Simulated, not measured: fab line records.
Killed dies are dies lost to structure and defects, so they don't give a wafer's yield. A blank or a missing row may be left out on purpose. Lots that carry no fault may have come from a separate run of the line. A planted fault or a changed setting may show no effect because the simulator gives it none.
fab line records | flow berkeley_cmos170
[record] lots = 15 | wafers = 45 | last_day = 12
route steps=331 shown FIELD@96 PVT@123 PLDD@151 CONTACT@224
lots with no fault: from the same line, run without faults
start_h: hours from the record's opening day to when the first of the lot's shown wafers began | wait_h: hours since the lot's step before | " unchanged from the row above | L1.1+2: a row that stands for several wafers | - value missing, or start not given | * or withheld: withheld | < > ~ a bound
route shown NAME@n: a module of which the file shows steps, and the number in the route of the first | usual: mean/standard deviation taken from wafers without a fault | same: alike in all rows | chamber/n: place in a boat | sites: per-site readings | _std_site: the values' standard deviation | _edge_site: outer sites' mean less inner sites' | radius_mm: how far each site lies from the wafer's centre | mask NAME#n: copy n | behind: the last tool/chamber to shape the wafer | hold: cause of the lot's hold/its duration in hours/its outcome | device: the n, p or np transistor that did not switch | end of line: tests run on the same wafers once the route is complete | step lacking rows: just its recipe | killed: at the first sort, the dies lost to defects and structure; wafer yield is something else | map: the dies of a wafer, with x for killed, . for not killed, _ for no die there
set.NAME: the setting that was run; set.NAME@STEP: the one run at that earlier step | model.NAME: the simulator's own value behind a step, which no gauge read
the route's steps for a sample of lots (tables are steps, rows are wafers)
services: the hour from which a tool's chamber was out of use, counted from the record's first day as start_h (under 0 if before that day), plus the number of hours and why
[[steps]]
[step UCB170_FIELD_THK_MEAS_90]
[recipe] reads = SiO2_of_FIELD_OXIDATION_01
[usual] FIELD_OXIDE_LEFT_1_THK = 432/10
lot.wafer | tool          | chamber | start_h | wait_h | FIELD_OXIDE_LEFT_1_THK[nm]
L441.1    | film_metro-01 | -       | 119.89  | 0.0    | 422
L441.2    | "             | -       | "       | "      | 425
L441.5    | "             | -       | "       | "      | 425
L442.1    | film_metro-03 | -       | 119.89  | 0.0    | 428
L442.5    | "             | -       | "       | "      | 423
L442.6    | "             | -       | "       | "      | 430
L444.2    | film_metro-04 | -       | 142.13  | 0.0    | 430
L444.4    | "             | -       | "       | "      | 434
L444.5    | "             | -       | "       | "      | 437
L443.3    | film_metro-03 | -       | 142.14  | 0.0    | 429
L443.5    | "             | -       | "       | "      | 428
L443.6    | "             | -       | "       | "      | 440
L450.1    | film_metro-04 | -       | 146.28  | 0.0    | 437
L450.5    | "             | -       | "       | "      | 432
L450.6    | "             | -       | "       | "      | 443
L446.1    | film_metro-03 | -       | 146.34  | 0.1    | 421
L446.2    | "             | -       | "       | "      | 422
L446.6    | "             | -       | "       | "      | 426
L449.1    | film_metro-04 | -       | 146.34  | 0.1    | 435
L449.5    | "             | -       | "       | "      | 442
L449.6    | "             | -       | "       | "      | 448
L451.1    | film_metro-01 | -       | 157.71  | 0.0    | 429
L451.3    | "             | -       | "       | "      | 434
L451.5    | "             | -       | "       | "      | 439
L457.1    | film_metro-03 | -       | 184.61  | 0.0    | 452
L457.2    | "             | -       | "       | "      | 442
L457.5    | "             | -       | "       | "      | 452
L458.1    | film_metro-03 | -       | 196.66  | 0.0    | 435
L458.2    | "             | -       | "       | "      | 449
L458.6    | "             | -       | "       | "      | 437
L459.1    | film_metro-01 | -       | 212.56  | 0.0    | 421
L459.3    | "             | -       | "       | "      | 420
L459.4    | "             | -       | "       | "      | 435
L463.1    | film_metro-04 | -       | 212.56  | 0.0    | 426
L463.2    | "             | -       | "       | "      | 449
L463.4    | "             | -       | "       | "      | 432
L464.3    | film_metro-03 | -       | 212.58  | 0.0    | 435
L464.4    | "             | -       | "       | "      | 434
L464.6    | "             | -       | "       | "      | 438
L460.2    | film_metro-03 | -       | 212.76  | 0.0    | 412
L460.3    | "             | -       | "       | "      | 413
L460.5    | "             | -       | "       | "      | 416
L461.3    | film_metro-04 | -       | 212.77  | 0.0    | 423
L461.5    | "             | -       | "       | "      | 410
L461.6    | "             | -       | "       | "      | 413
[step UCB170_PVT_STRIP_08]
[recipe] chemistry = O2 | power_w = 400 | pressure_mtorr = 3500 | platen_temp_c = withheld | o2_flow_sccm = 400 | overash_fraction = 0.5
[usual] drypump_motor_current_A = 5.8/0.38 | oes_product_au = 0.734/0.0048 | strip_time_to_endpoint_s = 21.61/0.055
lot.wafer | tool            | chamber | start_h | wait_h | drypump_motor_current_A | oes_product_au | rf_hours_counter_h | strip_time_to_endpoint_s
L441.1    | plasma_asher-03 | 0       | 136.63  | 0.1    | 5.3                     | 0.730          | 36                 | 21.64
L441.2    | "               | 1       | "       | "      | 5.4                     | 0.734          | 36                 | 21.59
L441.5    | "               | 0       | "       | "      | 5.3                     | 0.738          | -                  | 21.54
L442.1    | plasma_asher-02 | 1       | 136.82  | 0.1    | 6.4                     | 0.732          | 38                 | 21.61
L442.5    | "               | 0       | "       | "      | 5.7                     | 0.733          | -                  | 21.56
L442.6    | "               | 1       | "       | "      | 6.4                     | 0.735          | -                  | 21.60
L444.2    | plasma_asher-01 | 0       | 163.98  | 0.1    | 6.0                     | 0.741          | 5                  | 21.58
L444.4    | "               | 0       | "       | "      | 6.0                     | 0.739          | -                  | 21.57
L444.5    | "               | 1       | "       | "      | 6.0                     | 0.728          | -                  | 21.50
L446.1    | plasma_asher-03 | 0       | 164.67  | 0.1    | 5.3                     | 0.732          | 40                 | 21.60
L446.2    | "               | 1       | "       | "      | 5.4                     | 0.733          | 40                 | 21.56
L446.6    | "               | 1       | "       | "      | 5.4                     | 0.737          | -                  | 21.58
L443.3    | plasma_asher-01 | 0       | 164.74  | 0.1    | 6.0                     | 0.723          | -                  | 21.53
L443.5    | "               | 1       | "       | "      | 6.0                     | 0.742          | -                  | 21.56
L443.6    | "               | 0       | "       | "      | 6.0                     | 0.731          | -                  | 21.56
L449.1    | plasma_asher-01 | 1       | 165.71  | 0.1    | 6.0                     | 0.731          | 6                  | 21.55
L449.5    | "               | 0       | "       | "      | 6.1                     | 0.741          | -                  | 21.61
L449.6    | "               | 1       | "       | "      | 6.0                     | 0.734          | -                  | 21.52
L450.1    | plasma_asher-01 | 0       | 165.98  | 0.1    | 6.0                     | 0.731          | 6                  | 21.55
L450.5    | "               | 0       | "       | "      | 6.0                     | 0.730          | -                  | 21.60
L450.6    | "               | 1       | "       | "      | 5.9                     | 0.738          | -                  | 21.64
L451.1    | plasma_asher-03 | 0       | 175.43  | 0.1    | 5.3                     | 0.730          | 41                 | 21.73
L451.3    | "               | 1       | "       | "      | 5.4                     | 0.728          | -                  | 21.63
L451.5    | "               | 0       | "       | "      | 5.3                     | 0.733          | -                  | 21.72
L457.1    | plasma_asher-02 | 0       | 205.15  | 0.1    | 5.9                     | 0.737          | 46                 | 21.65
L457.2    | "               | 1       | "       | "      | 6.4                     | 0.736          | 46                 | 21.63
L457.5    | "               | 0       | "       | "      | 5.8                     | 0.739          | -                  | 21.62
L458.1    | plasma_asher-02 | 1       | 218.98  | 0.1    | 6.4                     | 0.728          | 48                 | 21.62
L458.2    | "               | 0       | "       | "      | 5.8                     | 0.742          | 48                 | 21.61
L458.6    | "               | 1       | "       | "      | 6.4                     | 0.736          | -                  | 21.67
L460.2    | plasma_asher-03 | 1       | 234.78  | 0.1    | 5.4                     | 0.738          | 49                 | 21.69
L460.3    | "               | 0       | "       | "      | 5.3                     | 0.729          | -                  | 21.64
L460.5    | "               | 0       | "       | "      | 5.3                     | 0.738          | -                  | 21.67
L464.3    | plasma_asher-03 | 1       | 235.81  | 0.1    | 5.4                     | 0.730          | -                  | 21.60
L464.4    | "               | 0       | "       | "      | 5.3                     | 0.733          | -                  | 21.55
L464.6    | "               | 1       | "       | "      | 5.4                     | 0.730          | -                  | 21.53
L463.1    | plasma_asher-01 | 0       | 235.85  | 0.1    | 6.1                     | 0.728          | 12                 | 21.57
L463.2    | "               | 1       | "       | "      | 5.9                     | 0.737          | 12                 | 21.65
L463.4    | "               | 1       | "       | "      | 6.0                     | 0.736          | -                  | 21.62
L459.1    | plasma_asher-01 | 0       | 236.15  | 0.1    | 6.0                     | 0.736          | 12                 | 21.63
L459.3    | "               | 1       | "       | "      | 6.0                     | 0.735          | -                  | 21.68
L459.4    | "               | 0       | "       | "      | 6.0                     | 0.731          | -                  | 21.58
L461.3    | plasma_asher-03 | 0       | 236.16  | 0.1    | 5.3                     | 0.739          | -                  | 21.62
L461.5    | "               | 1       | "       | "      | 5.4                     | 0.728          | -                  | 21.59
L461.6    | "               | 0       | "       | "      | 5.3                     | 0.739          | -                  | 21.59
[step UCB170_PLDD_CD_MEAS_06]
[recipe] target_cd_nm = 1200
[usual] cd_nm = 1200.0/1.2
lot.wafer | tool      | chamber | start_h | wait_h | cd_nm
L441.1    | cd_sem-02 | -       | 154.44  | -      | 1199.6
L441.2    | "         | -       | "       | "      | 1199.7
L441.5    | "         | -       | "       | "      | 1200.0
L442.1    | cd_sem-02 | -       | 155.51  | -      | 1200.1
L442.5    | "         | -       | "       | "      | 1200.4
L442.6    | "         | -       | "       | "      | 1201.9
L443.3    | cd_sem-02 | -       | 180.23  | -      | 1202.5
L443.5    | "         | -       | "       | "      | 1202.1
L443.6    | "         | -       | "       | "      | 1202.5
L450.1    | cd_sem-02 | -       | 180.55  | -      | 1199.5
L450.5    | "         | -       | "       | "      | 1199.2
L450.6    | "         | -       | "       | "      | 1199.3
L449.1    | cd_sem-02 | -       | 180.79  | -      | 1201.4
L449.5    | "         | -       | "       | "      | 1200.8
L449.6    | "         | -       | "       | "      | 1201.4
L444.2    | cd_sem-02 | -       | 180.93  | -      | 1199.7
L444.4    | "         | -       | "       | "      | 1200.4
L444.5    | "         | -       | "       | "      | 1198.5
L446.1    | cd_sem-02 | -       | 181.03  | -      | 1199.0
L446.2    | "         | -       | "       | "      | 1199.7
L446.6    | "         | -       | "       | "      | 1198.7
L451.1    | cd_sem-02 | -       | 194.41  | -      | 1197.6
L451.3    | "         | -       | "       | "      | 1198.5
L451.5    | "         | -       | "       | "      | 1197.8
L457.1    | cd_sem-01 | -       | 223.46  | -      | 1199.7
L457.2    | "         | -       | "       | "      | 1200.3
L457.5    | "         | -       | "       | "      | 1198.3
L458.1    | cd_sem-02 | -       | 239.81  | -      | 1201.2
L458.2    | "         | -       | "       | "      | 1199.5
L458.6    | "         | -       | "       | "      | 1199.0
L460.2    | cd_sem-02 | -       | 251.36  | -      | 1199.7
L460.3    | "         | -       | "       | "      | 1199.8
L460.5    | "         | -       | "       | "      | 1200.3
L463.1    | cd_sem-02 | -       | 252.07  | -      | 1200.7
L463.2    | "         | -       | "       | "      | 1200.8
L463.4    | "         | -       | "       | "      | 1199.9
L461.3    | cd_sem-02 | -       | 252.42  | -      | 1200.6
L461.5    | "         | -       | "       | "      | 1200.2
L461.6    | "         | -       | "       | "      | 1200.9
L464.3    | cd_sem-01 | -       | 252.69  | -      | 1197.9
L464.4    | "         | -       | "       | "      | 1198.1
L464.6    | "         | -       | "       | "      | 1198.6
L459.1    | cd_sem-02 | -       | 253.04  | -      | 1201.1
L459.3    | "         | -       | "       | "      | 1199.4
L459.4    | "         | -       | "       | "      | 1200.5
[step UCB170_CONTACT_RTA_08]
[recipe] temp_c = 900 | time_s = 10 | ambient = N2
[usual] anneal_temp_c_max = 903.2/0.93 | chamber_o2_ppm = 1.998/0.022 | lamp_power_pct = 23.5/0.51 | time_s = 10/0 | wafer_temp_C_max = 903.4/1.1
lot.wafer | tool          | chamber | start_h | wait_h | anneal_temp_c_max | chamber_o2_ppm | lamp_power_pct | time_s | wafer_temp_C_max
L442.1    | rtp_anneal-02 | 0       | 174.41  | 0.0    | 902.6             | 2.012          | 23.1           | 10     | 904.6
L442.5    | "             | 0       | "       | "      | 902.0             | 2.004          | 23.1           | 10     | 904.8
L442.6    | "             | 0       | "       | "      | 902.0             | 1.984          | 23.1           | 10     | 904.9
L441.1    | rtp_anneal-02 | 0       | 174.76  | 0.0    | 903.4             | 1.987          | 23.1           | 10     | 904.9
L441.2    | "             | 0       | "       | "      | 902.6             | 1.991          | 23.1           | 10     | 903.6
L441.5    | "             | 0       | "       | "      | 903.3             | 1.988          | 23.1           | 10     | 904.6
L444.2    | rtp_anneal-02 | -       | 201.89  | 0.1    | -                 | -              | -              | -      | -
L444.4    | "             | -       | "       | "      | -                 | -              | -              | -      | -
L444.5    | "             | -       | "       | "      | -                 | -              | -              | -      | -
L443.3    | rtp_anneal-01 | 0       | 202.17  | 0.0    | 904.1             | 1.986          | 24.1           | 10     | 902.0
L443.5    | "             | 0       | "       | "      | 904.0             | 2.007          | 24.1           | 10     | 903.1
L443.6    | "             | 0       | "       | "      | 902.8             | 1.975          | 24.1           | 10     | 901.7
L446.1    | rtp_anneal-02 | -       | 202.30  | 0.0    | -                 | -              | -              | -      | -
L446.2    | "             | -       | "       | "      | -                 | -              | -              | -      | -
L446.6    | "             | -       | "       | "      | -                 | -              | -              | -      | -
L450.1    | rtp_anneal-01 | -       | 202.30  | 0.0    | -                 | -              | -              | -      | -
L450.5    | "             | -       | "       | "      | -                 | -              | -              | -      | -
L450.6    | "             | -       | "       | "      | -                 | -              | -              | -      | -
L449.1    | rtp_anneal-02 | 0       | 202.57  | 0.0    | 902.8             | 1.984          | 23.1           | 10     | 904.4
L449.5    | "             | 0       | "       | "      | 901.9             | 2.018          | 23.1           | 10     | 904.3
L449.6    | "             | 0       | "       | "      | 902.6             | 2.000          | 23.1           | 10     | 903.9
L451.1    | rtp_anneal-02 | 0       | 217.04  | 0.0    | 902.8             | 1.967          | 23.1           | 10     | 905.1
L451.3    | "             | 0       | "       | "      | 903.1             | 1.985          | 23.1           | 10     | 903.6
L451.5    | "             | 0       | "       | "      | 902.7             | 1.979          | 23.1           | 10     | 903.9
L457.1    | rtp_anneal-02 | 0       | 240.07  | 0.0    | 902.2             | 2.029          | 23.1           | 10     | 904.7
L457.2    | "             | 0       | "       | "      | 902.0             | 2.011          | 23.1           | 10     | 906.4
L457.5    | "             | 0       | "       | "      | 902.7             | 2.005          | 23.1           | 10     | 903.5
L458.1    | rtp_anneal-01 | 0       | 257.67  | 0.0    | 902.7             | 2.032          | 24.1           | 10     | 902.4
L458.2    | "             | 0       | "       | "      | 903.7             | 2.034          | 24.1           | 10     | 901.9
L458.6    | "             | 0       | "       | "      | 903.1             | 2.027          | 24.1           | 10     | 902.1
L460.2    | rtp_anneal-01 | 0       | 266.85  | 0.0    | 904.4             | 1.969          | 24.1           | 10     | 903.3
L460.3    | "             | 0       | "       | "      | 903.4             | 1.993          | 24.1           | 10     | 901.4
L460.5    | "             | 0       | "       | "      | 904.4             | 1.999          | 24.1           | 10     | 902.6
L463.1    | rtp_anneal-02 | 0       | 267.92  | 0.0    | 903.0             | 1.951          | 23.0           | 10     | 905.2
L463.2    | "             | 0       | "       | "      | 902.8             | 1.988          | 23.1           | 10     | 903.4
L463.4    | "             | 0       | "       | "      | 903.2             | 1.958          | 23.1           | 10     | 903.9
L461.3    | rtp_anneal-02 | 0       | 269.82  | 0.0    | 903.5             | 2.005          | 23.1           | 10     | 904.2
L461.5    | "             | 0       | "       | "      | 902.5             | 1.998          | 23.1           | 10     | 904.9
L461.6    | "             | 0       | "       | "      | 903.4             | 1.985          | 23.0           | 10     | 903.8
L459.1    | rtp_anneal-02 | 0       | 270.07  | 0.0    | 903.4             | 2.020          | 23.1           | 10     | 904.4
L459.3    | "             | 0       | "       | "      | 902.8             | 2.013          | 23.1           | 10     | 902.9
L459.4    | "             | 0       | "       | "      | 901.7             | 2.030          | 23.0           | 10     | 903.9
L464.3    | rtp_anneal-01 | 0       | 270.09  | 0.0    | 905.0             | 2.041          | 24.1           | 10     | 902.4
L464.4    | "             | 0       | "       | "      | 904.5             | 2.014          | 24.1           | 10     | 902.7
L464.6    | "             | 0       | "       | "      | 904.9             | 2.010          | 24.1           | 10     | 902.1
[[services]]
tool            | chamber | start_h | hours | kind
plasma_asher-02 | -       | 114.46  | 1.7   | repair
plasma_asher-01 | 0       | 117.75  | -     | clean
plasma_asher-01 | 1       | 117.75  | -     | clean
plasma_asher-01 | -       | 122.89  | 0.4   | repair
rtp_anneal-01   | -       | 151.43  | 8.4   | pm
plasma_asher-01 | -       | 188.59  | 13.1  | pm
plasma_asher-02 | -       | 240.45  | 14.6  | pm
rtp_anneal-02   | -       | 256.20  | 5.2   | pm
[[key]]
[first_sign] step = UCB170_CONTACT_RTA_08 | reading = tool_record | direction = missing
effect none on later readings
met_at UCB170_CONTACT_RTA_08
struck_lots L444,L446,L450
later_rows_left_out L444.2,L444.4,L444.5,L446.1,L446.2,L446.6,L450.1,L450.5,L450.6
sort_left_out L444.2,L444.4,L444.5,L446.1,L446.2,L446.6,L450.1,L450.5,L450.6
tester_left_out L444,L446,L450
not_acting_at UCB170_FIELD_THK_MEAS_90,UCB170_PVT_STRIP_08,UCB170_PLDD_CD_MEAS_06
onset_between 174.76 201.89
[fault] kind = skipped_step_whole | tool = rtp_anneal-01,rtp_anneal-02 | chamber = - | onset_h = 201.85 | steps = UCB170_CONTACT_RTA_08 | scope = struck_lots_only
// tester_left_out: of these lots the tester's yield and bins aren't shown, on N5 and GAA mostly nor the transistor test; their killed dies are dies lost to structure and defects alone, not to doping, threshold or leakage, so they don't give the yield
// sort_left_out: the simulated sort isn't trusted on such a fault, so these wafers' sort isn't shown, and their yield isn't known
// later_rows_left_out: the simulator's readings of these wafers behind a module that went badly wrong aren't trusted and aren't shown, but for the sort
